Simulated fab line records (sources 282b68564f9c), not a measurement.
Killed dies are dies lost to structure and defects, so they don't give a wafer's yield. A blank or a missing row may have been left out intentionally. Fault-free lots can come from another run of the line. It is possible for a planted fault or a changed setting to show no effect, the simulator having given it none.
Comparing a struck lot with a sound one || flow ritCmos || 43 out of 202 route steps
Sound: the wafers L810.2, L810.3, L810.5. Struck: wafers L821.4, L821.5. (L821.6 of the same lot was not struck and is left out.) The cause comes at the end.
For every step that has rows: the tool of each side, followed by ch and its chambers, followed by its first start. Under that, the readings that differ: sound wafers || struck wafers || difference of the means || sigmas: that difference in standard deviations of wafers without a fault.
alike: readings with means less than 2 such deviations apart, plus words and numbers identical on both sides. not compared: withheld readings, readings lacking a value on some wafer, bounds such as >300 that could conceal the same value, and numbers that have no deviation in the record and whose values overlap.
Wherever a step has rows on one side only, a row that says differs or no value, or a row with sigmas, the two part there. When numbers do not overlap yet have no deviation, they are printed without sigmas and do not part them. Lack of a reading on every wafer of one side parts them only where that side has two or more wafers.

first, 2 steps without rows for these wafers: RIT_NSD_IMPLANT_08; RIT_NSD_STRIP_09 (strips in O2, time 180 s).
RIT_NSD_TW_MEAS_10:
  sound: filmMetro-03 at day 3 15:42; struck: filmMetro-04 at day 5 18:49
  alike: NSD_TW
then, 6 steps without rows for these wafers: RIT_PSD_HMDS_00 (prime time 60 s); RIT_PSD_COAT_01 (resist thk 1000 nm); RIT_PSD_SOFTBAKE_02 (time 60 s); RIT_PSD_EXPOSE_03 (exposes mask M10, target cd 40900 nm); RIT_PSD_PEB_04; RIT_PSD_DEVELOP_05 (develop time 50 s).
RIT_PSD_OVL_MEAS_06:
  sound: overlay-02 at day 3 16:44; struck: overlay-02 at day 5 19:52
{"reading": "PSD_OVL (nm)", "sound": "-0.6 -0.7 0.1", "struck": "4.0 4.2", "difference": "+4.5", "sigmas": "+3"}
then, 2 steps without rows for these wafers: RIT_PSD_HARDBAKE_07 (time 60 s); RIT_PSD_IMPLANT_08.
RIT_PSD_STRIP_09: strips in O2, time 180 s.
  sound on plasmaAsher-01 ch 0,1, day 3 17:04; struck on plasmaAsher-04 ch 1, day 5 20:14
  alike: drypumpMotorCurrentA, rfReflPowerW
  not compared: rfHoursCounterH
RIT_PSD_TW_MEAS_10:
  sound: filmMetro-04 at day 3 17:15; struck: filmMetro-03 at day 5 20:23
  alike: PSD_TW
then, 3 steps without rows for these wafers: RIT_SDANNEAL_CLEAN_00 (cleans in SC1, time 600 s); RIT_SDANNEAL_CLEAN_01 (cleans in dHF, time 30 s); RIT_SDANNEAL_CLEAN_02 (cleans in SC2, time 600 s).
RIT_SDANNEAL_RTA_03: time 5 s.
  sound on rtpAnneal-01 ch 0, day 3 17:43; struck on rtpAnneal-02 ch 0, day 5 20:48
  alike: wafer_temp_C_max
RIT_SDANNEAL_RS_MEAS_04: measurement is done with a four-point probe.
  sound: filmMetro-03 at day 3 17:47; struck: filmMetro-04 at day 5 20:53
  alike: PSD_RS
RIT_SDANNEAL_RS_MEAS_05: measurement is done with a four-point probe.
  sound: filmMetro-03 at day 3 17:54; struck: filmMetro-04 at day 5 21:01
  alike: NSD_RS
RIT_SDANNEAL_RS_MEAS_06: measurement is done with a four-point probe.
  sound: filmMetro-03 at day 3 18:01; struck: filmMetro-04 at day 5 21:08
  alike: PLDD_RS
RIT_SDANNEAL_RS_MEAS_07: measurement is done with a four-point probe.
  sound: filmMetro-03 at day 3 18:08; struck: filmMetro-04 at day 5 21:15
  alike: NLDD_RS
then, 2 steps without rows for these wafers: RIT_SILICIDE_WET_ETCH_00 (etches SiO2 in BOE, target depth 14 nm, time 15 s); RIT_SILICIDE_SPUTTER_01 (material Ti, target thk 30 nm, time 240 s).
RIT_SILICIDE_RS_MEAS_02: measurement is done with a four-point probe.
  sound: filmMetro-01 at day 3 18:25; struck: filmMetro-02 at day 5 21:32
  alike: SILICIDE_TI_RS
RIT_SILICIDE_THK_MEAS_03: measures by xrf.
  sound: filmMetro-01 at day 3 18:32; struck: filmMetro-02 at day 5 21:38
  alike: SILICIDE_TI_THK
RIT_SILICIDE_RTA_04: time 10 s, ramp up 5 s, ramp down 5 s.
  sound on rtpAnneal-02 ch 0, day 3 18:35; struck on rtpAnneal-01 ch 0, day 5 21:41
{"reading": "wafer_temp_C_max", "sound": "651.9 652.2 651.6", "struck": "656.5 655.4", "difference": "+4.1", "sigmas": "+3"}
then, 1 step without rows for these wafers: RIT_SILICIDE_WET_ETCH_05 (etches Ti in SPM, time 120 s).
RIT_SILICIDE_RTA_06: time 10 s, ramp up 5 s, ramp down 10 s.
  sound on rtpAnneal-01 ch 0, day 3 18:42; struck on rtpAnneal-02 ch 0, day 5 21:48
  alike: wafer_temp_C_max
then, 1 step without rows for these wafers: RIT_CONTACT_CVD_00 (deposits SiO2 from TEOS, target thk 400 nm, time 61 s).
RIT_CONTACT_THK_MEAS_01:
  sound: filmMetro-04 at day 3 18:49; struck: filmMetro-04 at day 5 21:55
  alike: CONTACT_TEOS_THK
then, 6 steps without rows for these wafers: RIT_CONTACT_HMDS_02 (prime time 60 s); RIT_CONTACT_COAT_03 (resist thk 1000 nm); RIT_CONTACT_SOFTBAKE_04 (time 60 s); RIT_CONTACT_EXPOSE_05 (exposes mask M11, target cd 1000 nm); RIT_CONTACT_PEB_06; RIT_CONTACT_DEVELOP_07 (develop time 120 s).
RIT_CONTACT_CD_MEAS_08 targets a cd of 1000 nm.
  sound: cdSem-02 at day 3 20:01; struck: cdSem-01 at day 5 22:58
  alike: cdNm
RIT_CONTACT_OVL_MEAS_09:
  sound: overlay-02 at day 3 20:07; struck: overlay-01 at day 5 23:03
  alike: CONTACT_OVL
then, 1 step without rows for these wafers: RIT_CONTACT_HARDBAKE_10 (time 60 s).
RIT_CONTACT_ETCH_11: etches SiO2 in CHF3/CF4/Ar, stops on TiSi2, target depth 480 nm, time 320 s.
  sound on rieDiel-04 ch 0,2,3, day 3 20:18; struck on rieDiel-02 ch 0, day 5 23:13
  alike: O2_flow_sccm, drypumpMotorCurrentA, oesProductAu, throttleValvePct
  not compared: rfHoursCounterH
RIT_CONTACT_STRIP_12: strips in O2, time 180 s.
  sound on plasmaAsher-03 ch 0,1, day 3 20:30; struck on plasmaAsher-04 ch 0,1, day 5 23:28
{"reading": "rfReflPowerW (W)", "sound": "5.9 10.1 10.0", "struck": "6.0 5.7", "difference": -2.8, "sigmas": -2}
  alike: drypumpMotorCurrentA
  not compared: rfHoursCounterH
RIT_M1_PROBE_99:
  sound: prober-02 at day 4 01:28; struck: prober-01 at day 6 04:23
{"reading": "killedAtFrontEnd", "sound": "7 10 10", "struck": "25 33", "difference": "+20", "sigmas": "+6"}
{"reading": "killedDies", "sound": "7 11 10", "struck": "25 33", "difference": "+20", "sigmas": "+6"}
{"reading": "killedOnRim", "sound": "2 2 3", "struck": "9 10", "difference": "+7", "sigmas": "+4"}
  alike: killedAtContacts, killedOpen, killedShort

WHERE THEY PART
First at RIT_PSD_OVL_MEAS_06; last, within this record, at RIT_M1_PROBE_99.

WHY: the cause the simulator had injected
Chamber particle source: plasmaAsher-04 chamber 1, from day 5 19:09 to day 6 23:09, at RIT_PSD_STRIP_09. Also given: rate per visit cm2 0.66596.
